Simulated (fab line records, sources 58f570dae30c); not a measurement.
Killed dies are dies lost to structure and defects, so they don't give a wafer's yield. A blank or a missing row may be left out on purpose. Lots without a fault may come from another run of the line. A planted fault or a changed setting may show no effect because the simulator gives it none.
Problem report in the 8D (eight disciplines) form, filled by code | flow berkeley_cmos170 | the parts of the form that need people (team, actions taken, sign-off) are left out

1. THE PROBLEM
run_length_s at UCB170_NWELL_SOFTBAKE_08 reads a mean of 91.61 s on 6 wafers of 2 lots; wafers without a fault read 89.21 s with a standard deviation of 0.15. That is +16 standard deviations from the usual mean.
The step: time 60 s.
First seen on wafer L222.1, day 4 20:04, on litho_track-02. The record holds 42 wafers of 14 lots with a number at this step. Rule for "out", or "out of limits": more than 4 standard deviations from the usual mean. The other wafers with a number count as sound.

2. WHAT IT IS AND WHAT IT IS NOT
question                    | is                     | is not
which readings at this step | run_length_s           | -
which lots                  | L222, L223             | L210, L211, L212, L213, L215, L216, L221, L228, L229, L230, L231, L232
which wafers of those lots  | all that have a number | -
read on which tools         | litho_track-02         | litho_track-03, litho_track-04
when                        | from day 4 20:04       | up to then (21 sound wafers); but 15 sound wafers of L228, L229, L230, L231, L232 came after

3. SUSPECTS, AND WHAT RULES EACH OUT
Counting: a tool at a process step up to the reading stays a suspect if it ran every lot that is out and no sound lot after the first of them.
- litho_track-02 at UCB170_NWELL_SOFTBAKE_08 (time 60 s): kept. It ran every lot that is out, first L222 (day 4 20:04), and no sound lot after that; its last sound lot up to then is L221 (day 4 16:02). Its own readings are out on those wafers: run_length_s.
Left after counting: litho_track-02 at UCB170_NWELL_SOFTBAKE_08.

4. THE CAUSE (what the simulator had put in)
Process parameter drift: litho_track-02, from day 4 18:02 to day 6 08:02, at UCB170_NWELL_SOFTBAKE_08. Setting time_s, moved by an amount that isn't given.
Counting left only this tool.

5. THE CHAIN OF EFFECTS, in route order
Each row: a reading whose mean over the struck wafers that have a number lies more than 3 standard deviations from the usual. Only readings for which the record gives a usual standard deviation are gone through. hours: the time from each lot's start at the first step in this table that gives one to its start at this step, as a median over the lots. sigmas: the change in usual standard deviations.
hours | step                     | reading      | usual   | on struck wafers | change | sigmas
0     | UCB170_NWELL_SOFTBAKE_08 | run_length_s | 89.21 s | 91.61            | +2.40  | +16
The process steps in it:
- UCB170_NWELL_SOFTBAKE_08: time 60 s.
Later measuring or inspecting steps at which every struck wafer that the step has a row for has a number for every such reading, and none has moved that far: UCB170_GATE_OVL_MEAS_13, UCB170_NLDD_CD_MEAS_06.

6. WHAT WOULD HAVE CAUGHT IT SOONER
In this record the first reading out of limits was taken at day 4 20:04, 2 hours after the fault began at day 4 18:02.
